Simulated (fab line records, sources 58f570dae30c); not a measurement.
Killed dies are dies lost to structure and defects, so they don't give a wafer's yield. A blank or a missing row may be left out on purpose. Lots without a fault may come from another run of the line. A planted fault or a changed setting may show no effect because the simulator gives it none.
A struck lot beside a sound one | flow berkeley_cmos170 | 17 steps out of a route of 331
Sound: wafers L380.1, L380.4, L380.5. Struck: wafers L387.1, L387.2, L387.4. The cause comes at the end.
At each step with rows: each side's tool, then ch and its chambers, then its first start. Under that, the readings that differ: sound wafers | struck wafers | difference of the means | sigmas: that difference in standard deviations of wafers without a fault.
alike: readings whose means differ by less than 2 such deviations, and words and numbers that are the same on both sides. not compared: withheld readings, readings that some wafer has no value for, bounds like >300 that may hide the same value, and numbers for which the record gives no deviation and whose values overlap.
The two part at a step that has a row with sigmas, a row that says differs or no value, or rows on one side only. Numbers that don't overlap but have no deviation are shown without sigmas and don't part them. A reading that every wafer of one side lacks parts them only if that side has two wafers or more.

UCB170_NVT_OVL_MEAS_06:
  sound on overlay-02, day 8 21:25; struck on overlay-01, day 10 11:15
  alike: NVT_OVL
then, 1 step without rows for these wafers: UCB170_NVT_IMPLANT_07.
UCB170_NVT_STRIP_08: strips in O2.
  sound on plasma_asher-02 ch 0,1, day 8 21:36; struck on plasma_asher-02 ch 0,1, day 10 11:26
  alike: drypump_motor_current_A, oes_product_au, strip_time_to_endpoint_s
  not compared: rf_hours_counter_h
UCB170_NVT_TW_MEAS_09:
  sound on film_metro-04, day 8 21:42; struck on film_metro-03, day 10 11:32
  alike: NVT_TW
then, 7 steps without rows for these wafers: UCB170_NVT_CLEAN_10 (cleans in SPM, time 600 s); UCB170_PVT_HMDS_00 (prime time 60 s); UCB170_PVT_COAT_01 (resist thk 900 nm); UCB170_PVT_SOFTBAKE_02 (time 60 s); UCB170_PVT_EXPOSE_03 (exposes mask NWELL, target cd 3000 nm); UCB170_PVT_PEB_04; UCB170_PVT_DEVELOP_05 (develop time 45 s).
UCB170_PVT_OVL_MEAS_06:
  sound on overlay-01, day 8 23:35; struck on overlay-02, day 10 13:36
  alike: PVT_OVL
UCB170_PVT_IMPLANT_07:
  sound on implanter-04 ch 0, day 8 23:38; struck on implanter-04 ch 0, day 10 13:38
  reading            | sound                       | struck                           | difference  | sigmas
  dose_ions_cm2      | 1.9981e+12 2e+12 2.0004e+12 | 1.5643e+12 1.5617e+12 1.5628e+12 | -4.3657e+11 | -99 or more
  faraday_current_uA | 6.32 6.41 6.48              | 5.01 4.94 5.00                   | -1.42       | -12
  alike: beam_energy_keV, tilt_deg
UCB170_PVT_STRIP_08: strips in O2.
  sound on plasma_asher-04 ch 0,1, day 8 23:47; struck on plasma_asher-03 ch 0,1, day 10 13:47
  alike: drypump_motor_current_A, oes_product_au, strip_time_to_endpoint_s
  not compared: rf_hours_counter_h
UCB170_PVT_TW_MEAS_09:
  sound on film_metro-04, day 8 23:53; struck on film_metro-04, day 10 13:53
  reading | sound       | struck      | difference | sigmas
  PVT_TW  | 504 508 508 | 468 474 472 | -35        | -9
then, 1 step without rows for these wafers: UCB170_GATE_WET_ETCH_00 (etches SiO2 in dHF, time 200 s).
-- the record jumps here: 2 days lie between the struck wafers' starts before and after (it left off in module GATE and takes up again in module M3, whose first step shown is number 331 of the route) --
UCB170_M3_PROBE_99:
  sound on prober-02, day 11 09:42; struck on prober-01, day 12 17:45
  reading                              | sound                | struck               | difference | sigmas
  model.etest.pmos_0p6.r_on_ohm_um     | 8316 8352 8549       | 8287 8046 8144       | -247       |
  model.etest.pmos_0p35.r_on_ohm_um    | 4630 4657 4714       | 4546 4410 4461       | -195       |
  model.etest.pmos_turned.drive_ua_um  | 304.5 302.1 298.1    | 313 319 314          | +14        |
  model.etest.pmos_0p35.drive_ua_um    | 285.7 288.6 283      | 300.8 307.6 302      | +17.7      |
  model.etest.pmos_0p6.drive_ua_um     | 163 162.4 160.6      | 168.9 174.2 171      | +9.4       |
  model.etest.pmos_narrow.drive_ua_um  | 146.7 146.1 145.6    | 151.1 155.3 156.1    | +8.0       |
  model.etest.pmos_0p35.off_log10_a_um | -11.36 -11.48 -11.51 | -10.65 -10.55 -10.24 | +0.97      |
  model.etest.pmos_0p35.swing_mv_dec   | 75.47 76.14 76.28    | 74.92 74.75 74.57    | -1.22      |

WHERE THEY PART
First at UCB170_PVT_IMPLANT_07; last, within this record, at UCB170_PVT_TW_MEAS_09.

WHY: what the simulator had put in
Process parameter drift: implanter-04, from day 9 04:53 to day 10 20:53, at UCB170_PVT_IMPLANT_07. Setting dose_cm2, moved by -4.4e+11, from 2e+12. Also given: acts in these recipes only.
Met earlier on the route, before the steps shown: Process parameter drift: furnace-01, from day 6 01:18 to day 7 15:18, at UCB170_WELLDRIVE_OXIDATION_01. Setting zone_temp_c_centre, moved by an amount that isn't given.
